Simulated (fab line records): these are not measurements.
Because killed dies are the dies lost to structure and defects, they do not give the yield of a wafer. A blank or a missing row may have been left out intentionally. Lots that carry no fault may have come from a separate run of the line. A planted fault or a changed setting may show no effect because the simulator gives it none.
Tool commonality check	flow ritCmos	Sampled: 14 lots, 42 wafers

== WHAT PROMPTED THE OPENING ==
2 of 14 lots carry a flag on the reading SILICIDE_TI_RS at RIT_SILICIDE_RS_MEAS_02. No-fault wafers: 47.8 ohm/sq, standard deviation 0.75.
Rule: a lot is flagged in two cases, either no wafer of it has a number, or all its wafers with numbers fall more than 4 standard deviations from that mean. The other lots count as sound.

lot	measured	on	SILICIDE_TI_RS (ohm/sq), wafer by wafer	flag
L138	day 3 08:19	filmMetro-03	47.4 47.1 47.9	
L139	day 3 15:46	filmMetro-03	47.5 46.9 47.6	
L140	day 3 19:20	filmMetro-02	47.0 46.7 47.1	
L141	day 3 21:24	filmMetro-03	47.9 47.3 47.9	
L142	day 4 03:25	filmMetro-04	48.7 48.3 49.1	
L143	day 4 07:59	filmMetro-04	48.1 48.2 47.6	
L146	day 5 01:17	filmMetro-02	22.9 23.1 23.1	FLAGGED
L148	day 5 06:14	filmMetro-03	23.5 23.5 23.5	FLAGGED
L153	day 6 10:14	filmMetro-04	47.3 48.3 48.0	
L155	day 6 20:13	filmMetro-04	48.0 47.5 47.6	
L157	day 7 06:11	filmMetro-04	48.2 47.9 47.2	
L159	day 7 14:46	filmMetro-02	47.5 46.3 47.4	
L160	day 7 22:25	filmMetro-02	47.5 47.5 48.5	
L161	day 8 01:57	filmMetro-02	47.0 46.8 46.8	
The mean of the flagged lots' numbers is 23.3 ohm/sq, -24.5 ohm/sq from the usual (-33 standard deviations).

== TOOL THAT RAN EACH LOT ==
The record holds 1 process step before the reading, out of a route of 202 steps. Cell contents, in order: the tool; ch with the chambers the sampled wafers went through; the start.
lot	flag	RIT_SILICIDE_SPUTTER_01
L138		pvdSputter-01, day 3 08:10
L139		pvdSputter-02, day 3 15:37
L140		pvdSputter-01, day 3 19:07
L141		pvdSputter-02, day 3 21:15
L142		pvdSputter-01, day 4 03:14
L143		pvdSputter-03, day 4 07:50
L146	FLAGGED	pvdSputter-01, day 5 01:08
L148	FLAGGED	pvdSputter-01, day 5 06:05
L153		pvdSputter-03, day 6 10:04
L155		pvdSputter-03, day 6 20:02
L157		pvdSputter-03, day 7 06:02
L159		pvdSputter-03, day 7 14:37
L160		pvdSputter-01, day 7 22:16
L161		pvdSputter-03, day 8 01:47
What the steps here do:
- RIT_SILICIDE_SPUTTER_01: material Ti, target thk 30 nm, time 240 s.
- RIT_SILICIDE_RS_MEAS_02: measures by four-point-probe.

== FLAGGED OVER TOTAL, TOOL BY TOOL (the gauges that took the reading come last) ==
step	tool	lots run	flagged	share of the flagged lots	sound lots run after its first flagged lot
RIT_SILICIDE_SPUTTER_01	pvdSputter-01	6	2	all	1 (L160)
RIT_SILICIDE_SPUTTER_01	pvdSputter-02	2	0	none	-
RIT_SILICIDE_SPUTTER_01	pvdSputter-03	6	0	none	-
RIT_SILICIDE_RS_MEAS_02	filmMetro-02	5	1	some	3 (L159,L160,L161)
RIT_SILICIDE_RS_MEAS_02	filmMetro-03	4	1	some	0
RIT_SILICIDE_RS_MEAS_02	filmMetro-04	5	0	none	-

== WHAT IS ALLOWED BY THE TABLE ==
1 row of the table ran every flagged lot: pvdSputter-01 at RIT_SILICIDE_SPUTTER_01.
- pvdSputter-01 at RIT_SILICIDE_SPUTTER_01: 2 of its 6 lots flagged. Sound lots followed the first flagged one (L160) on it, something a lasting fault affecting the whole tool could not allow.
Every row of the table either missed a flagged lot or ran a sound lot after the first.

== WHAT THE SIMULATOR HAD INSERTED ==
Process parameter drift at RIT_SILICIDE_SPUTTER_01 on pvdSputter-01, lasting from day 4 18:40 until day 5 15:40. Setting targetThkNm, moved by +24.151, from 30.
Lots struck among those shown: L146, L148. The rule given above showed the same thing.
